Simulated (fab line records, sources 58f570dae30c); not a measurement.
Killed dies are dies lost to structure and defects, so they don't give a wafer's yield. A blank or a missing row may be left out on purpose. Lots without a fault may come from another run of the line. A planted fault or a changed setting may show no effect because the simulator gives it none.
Chamber matching | flow berkeley_cmos170 | UCB170_GATE_ETCH_15 on rie_si-02: 4 sister chambers
The step etches poly-Si in HBr/Cl2, stops on SiO2, time 56.3 s, target depth 278.2 nm. 7 wafers are shown with their chamber, then 7 later ones without.

WAFERS WITH THEIR CHAMBER
wafer  | chamber | drypump_motor_current_A (A) | throttle_valve_pct (%)
L553.5 | 1       | 5.2                         | 26.32
L556.2 | 2       | 5.8                         | 26.47
L556.3 | 0       | 5.6                         | 26.17
L556.5 | 1       | 5.2                         | 26.33
L557.5 | 0       | 5.7                         | 26.18
L559.1 | 3       | 4.8                         | 26.42
L559.4 | 3       | 4.8                         | 26.43

WAFERS WITHOUT THEIR CHAMBER
wafer  | drypump_motor_current_A (A) | throttle_valve_pct (%)
L559.6 | 5.7                         | 26.47
L563.2 | 5.8                         | 26.46
L563.3 | 5.2                         | 26.21
L563.6 | 4.8                         | 26.42
L574.1 | 5.2                         | 26.23
L574.3 | 5.8                         | 26.46
L574.6 | 5.6                         | 26.18

WHICH CHAMBER EACH WENT THROUGH
wafer  | from the rows above     | in truth
L559.6 | 2                       | 2
L563.2 | 2                       | 2
L563.3 | 0                       | 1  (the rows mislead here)
L563.6 | 3                       | 3
L574.1 | can't be placed: 1 or 0 | 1
L574.3 | 2                       | 2
L574.6 | 0                       | 0
Placed correctly: 5 of 7. Can't be placed from these rows: 1 (the true chamber is among the candidates in 1). Placed wrongly: 1.
How it was worked out, from the rows above alone: a wafer's distance from a chamber is the root of the sum, over the readings, of the square of ((its reading less the chamber's mean) divided by the reading's scatter). The wafer belongs to the nearest chamber; if the next one is less than 2 further off, it can't be placed. A chamber's mean is the mean of its shown wafers. The scatter: the root of (the sum of the squares of (reading less its chamber's mean) over the shown wafers, divided by (wafers less chambers)).
